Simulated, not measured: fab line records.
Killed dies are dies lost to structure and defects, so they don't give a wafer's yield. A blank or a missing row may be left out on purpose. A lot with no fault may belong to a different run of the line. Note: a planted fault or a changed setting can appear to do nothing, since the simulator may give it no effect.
Which tool did it? :: flow berkeleyCmos170 :: 39 wafers from 13 lots sampled at 4 of the route's 331 steps

## WHAT EACH GAUGE READ, for each wafer
UCB170_SDANNEAL_RS_MEAS_02: the measuring method here is four-point-probe. Usual: PSD_RS 75.8 ohm/sq, standard deviation 0.37.
lot: L850
measured: day 7 02:29
on: filmMetro-01
PSD_RS (ohm/sq): 75.5 75.5 75.9
flag: 

lot: L853
measured: day 7 11:40
on: filmMetro-02
PSD_RS (ohm/sq): 75.0 75.3 74.9
flag: 

lot: L854
measured: day 8 01:50
on: filmMetro-03
PSD_RS (ohm/sq): 76.4 76.2 76.4
flag: 

lot: L858
measured: day 8 11:25
on: filmMetro-02
PSD_RS (ohm/sq): 75.8 75.8 75.7
flag: 

lot: L856
measured: day 8 11:43
on: filmMetro-01
PSD_RS (ohm/sq): 75.4 75.4 75.7
flag: 

lot: L857
measured: day 8 11:53
on: filmMetro-03
PSD_RS (ohm/sq): 76.1 76.2 76.0
flag: 

lot: L860
measured: day 9 04:25
on: filmMetro-03
PSD_RS (ohm/sq): 76.2 76.2 76.1
flag: 

lot: L862
measured: day 9 04:46
on: filmMetro-01
PSD_RS (ohm/sq): 76.3 76.3 76.3
flag: 

lot: L864
measured: day 10 04:23
on: filmMetro-03
PSD_RS (ohm/sq): 75.9 75.9 76.0
flag: 

lot: L865
measured: day 10 04:23
on: filmMetro-02
PSD_RS (ohm/sq): 76.3 76.0 76.0
flag: 

lot: L867
measured: day 10 08:30
on: filmMetro-03
PSD_RS (ohm/sq): 76.2 76.3 76.3
flag: 

lot: L872
measured: day 11 15:53
on: filmMetro-03
PSD_RS (ohm/sq): 76.0 75.9 75.8
flag: 

lot: L871
measured: day 11 16:46
on: filmMetro-03
PSD_RS (ohm/sq): 75.9 76.1 76.0
flag: 

UCB170_M1_RS_MEAS_01: the measuring method here is four-point-probe. Usual: M1_AL_RS 0.0484 ohm/sq, standard deviation 0.0005.
lot: L850
measured: day 7 09:46
on: filmMetro-01
M1_AL_RS (ohm/sq): 0.0483 0.0481 0.0480
flag: 

lot: L853
measured: day 7 17:05
on: filmMetro-02
M1_AL_RS (ohm/sq): 0.0486 0.0487 0.0484
flag: 

lot: L854
measured: day 8 07:13
on: filmMetro-03
M1_AL_RS (ohm/sq): 0.0488 0.0482 0.0481
flag: 

lot: L858
measured: day 8 19:01
on: filmMetro-02
M1_AL_RS (ohm/sq): 0.0484 0.0488 0.0481
flag: 

lot: L856
measured: day 8 18:48
on: filmMetro-01
M1_AL_RS (ohm/sq): 0.0479 0.0476 0.0470
flag: 

lot: L857
measured: day 8 19:10
on: filmMetro-03
M1_AL_RS (ohm/sq): 0.0491 0.0484 0.0484
flag: 

lot: L860
measured: day 9 11:55
on: filmMetro-03
M1_AL_RS (ohm/sq): 0.0483 0.0483 0.0482
flag: 

lot: L862
measured: day 9 12:26
on: filmMetro-01
M1_AL_RS (ohm/sq): 0.0484 0.0487 0.0487
flag: 

lot: L864
measured: day 10 11:02
on: filmMetro-03
M1_AL_RS (ohm/sq): 0.0482 0.0438 0.0442 0.0483 0.0438 0.0442
flag: OFF

lot: L865
measured: day 10 10:43
on: filmMetro-01
M1_AL_RS (ohm/sq): 0.0486 0.0490 0.0485
flag: 

lot: L867
measured: day 10 15:00
on: filmMetro-01
M1_AL_RS (ohm/sq): 0.0488 0.0486 0.0491
flag: 

lot: L872
measured: day 11 22:21
on: filmMetro-01
M1_AL_RS (ohm/sq): 0.0485 0.0486 0.0484
flag: 

lot: L871
measured: day 11 23:28
on: filmMetro-03
M1_AL_RS (ohm/sq): 0.0485 0.0490 0.0485
flag: 

UCB170_M1_THK_MEAS_02: measures by xrf. Usual: M1_AL_THK 601 nm, standard deviation 6.9.
lot: L850
measured: day 7 09:53
on: filmMetro-01
M1_AL_THK (nm): 600 601 602
flag: 

lot: L853
measured: day 7 17:13
on: filmMetro-02
M1_AL_THK (nm): 601 597 604
flag: 

lot: L854
measured: day 8 07:20
on: filmMetro-03
M1_AL_THK (nm): 597 608 603
flag: 

lot: L858
measured: day 8 19:08
on: filmMetro-02
M1_AL_THK (nm): 604 602 609
flag: 

lot: L856
measured: day 8 18:55
on: filmMetro-01
M1_AL_THK (nm): 606 610 615
flag: 

lot: L857
measured: day 8 19:16
on: filmMetro-03
M1_AL_THK (nm): 592 605 602
flag: 

lot: L860
measured: day 9 12:01
on: filmMetro-03
M1_AL_THK (nm): 607 607 606
flag: 

lot: L862
measured: day 9 12:32
on: filmMetro-01
M1_AL_THK (nm): 595 593 594
flag: 

lot: L864
measured: day 10 13:50
on: filmMetro-03
M1_AL_THK (nm): 603 662 658 602 665 658
flag: OFF

lot: L865
measured: day 10 10:49
on: filmMetro-01
M1_AL_THK (nm): 599 591 596
flag: 

lot: L867
measured: day 10 15:07
on: filmMetro-01
M1_AL_THK (nm): 591 593 589
flag: 

lot: L872
measured: day 11 22:27
on: filmMetro-01
M1_AL_THK (nm): 593 588 593
flag: 

lot: L871
measured: day 11 23:34
on: filmMetro-03
M1_AL_THK (nm): 602 596 603
flag: 

## TOOL THAT RAN EACH LOT (tool first, then ch and the chambers of the sampled wafers, then the start)
lot: L850
UCB170_M1_SPUTTER_00: pvdSputter-03, day 7 09:43

lot: L853
UCB170_M1_SPUTTER_00: pvdSputter-03, day 7 17:01

lot: L854
UCB170_M1_SPUTTER_00: pvdSputter-02, day 8 07:09

lot: L858
UCB170_M1_SPUTTER_00: pvdSputter-01, day 8 18:58

lot: L856
UCB170_M1_SPUTTER_00: pvdSputter-02, day 8 18:43

lot: L857
UCB170_M1_SPUTTER_00: pvdSputter-03, day 8 19:05

lot: L860
UCB170_M1_SPUTTER_00: pvdSputter-03, day 9 11:49

lot: L862
UCB170_M1_SPUTTER_00: pvdSputter-02, day 9 12:21

lot: L864
UCB170_M1_SPUTTER_00: pvdSputter-02, day 10 10:58

lot: L865
UCB170_M1_SPUTTER_00: pvdSputter-03, day 10 10:37

lot: L867
UCB170_M1_SPUTTER_00: pvdSputter-03, day 10 14:56

lot: L872
UCB170_M1_SPUTTER_00: pvdSputter-03, day 11 22:14

lot: L871
UCB170_M1_SPUTTER_00: pvdSputter-01, day 11 23:23
- UCB170_M1_SPUTTER_00: material Al, target thk 600 nm, time 80 s.

## AS READ BY THE TOOLS THEMSELVES (means over the sampled wafers that have a number; for cases with no such wafer, the mark the record gives instead)
UCB170_M1_SPUTTER_00. Usual: cathodeDcPowerW 6000.0 W, standard deviation 0.97; throttleValvePct 30.1 %, standard deviation 1.3.
lot: L850
tool: pvdSputter-03
cathodeDcPowerW (W): 5999.5
throttleValvePct (%): 30.0
flag: 

lot: L853
tool: pvdSputter-03
cathodeDcPowerW (W): 5998.5
throttleValvePct (%): 29.3
flag: 

lot: L854
tool: pvdSputter-02
cathodeDcPowerW (W): 6000.8
throttleValvePct (%): 29.9
flag: 

lot: L858
tool: pvdSputter-01
cathodeDcPowerW (W): 6000.1
throttleValvePct (%): 31.1
flag: 

lot: L856
tool: pvdSputter-02
cathodeDcPowerW (W): 6000.2
throttleValvePct (%): 30.0
flag: 

lot: L857
tool: pvdSputter-03
cathodeDcPowerW (W): 5999.9
throttleValvePct (%): 29.8
flag: 

lot: L860
tool: pvdSputter-03
cathodeDcPowerW (W): 6000.0
throttleValvePct (%): 29.0
flag: 

lot: L862
tool: pvdSputter-02
cathodeDcPowerW (W): 6000.5
throttleValvePct (%): 29.2
flag: 

lot: L864
tool: pvdSputter-02
cathodeDcPowerW (W): 6446.9
throttleValvePct (%): 30.6
flag: OFF

lot: L865
tool: pvdSputter-03
cathodeDcPowerW (W): 6001.1
throttleValvePct (%): 29.1
flag: 

lot: L867
tool: pvdSputter-03
cathodeDcPowerW (W): 5999.9
throttleValvePct (%): 28.9
flag: 

lot: L872
tool: pvdSputter-03
cathodeDcPowerW (W): 6000.1
throttleValvePct (%): 29.9
flag: 

lot: L871
tool: pvdSputter-01
cathodeDcPowerW (W): 5999.4
throttleValvePct (%): 30.5
flag: 

## THE ANSWER, worked out from the rows above alone
Rule: lot off if the mean of its wafers having a number is beyond 3 standard deviations from the usual mean. Also off: a lot with no number at a reading for which 4 or more lots have one. The other lots that the step has rows for count as sound. The gauges are gone through in route order, then the tools' own readings, and for those a lot's mean is taken as printed above. The first step at which some lot is off is used, and at that step the reading that is off furthest; a lot without a number counts as furthest.
Off: at UCB170_M1_RS_MEAS_01 (M1_AL_RS), L864.
A tool fits if, at a process step before that reading, it ran every lot that is off, and no sound lot after the first of them. The gauges at UCB170_M1_RS_MEAS_01 aren't tried: what is off there is off at UCB170_M1_SPUTTER_00 too, on other tools, and a gauge's error can't cause that. One candidate fits, namely pvdSputter-02 at UCB170_M1_SPUTTER_00. Its last sound lot is L862 (day 9 12:21), its first lot that is off L864 (day 10 10:58): a fault that began between those two fits.
On the lots that are off, the tool's own readings at UCB170_M1_SPUTTER_00 differ by more than 5 times the standard deviation of the sound lots' means, which bears it out; cathodeDcPowerW reads 6446.9 W there versus 6000.0 W on the sound lots.

## WHAT THE SIMULATOR PUT IN
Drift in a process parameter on pvdSputter-02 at UCB170_M1_SPUTTER_00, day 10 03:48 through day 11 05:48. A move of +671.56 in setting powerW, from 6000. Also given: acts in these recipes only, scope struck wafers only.
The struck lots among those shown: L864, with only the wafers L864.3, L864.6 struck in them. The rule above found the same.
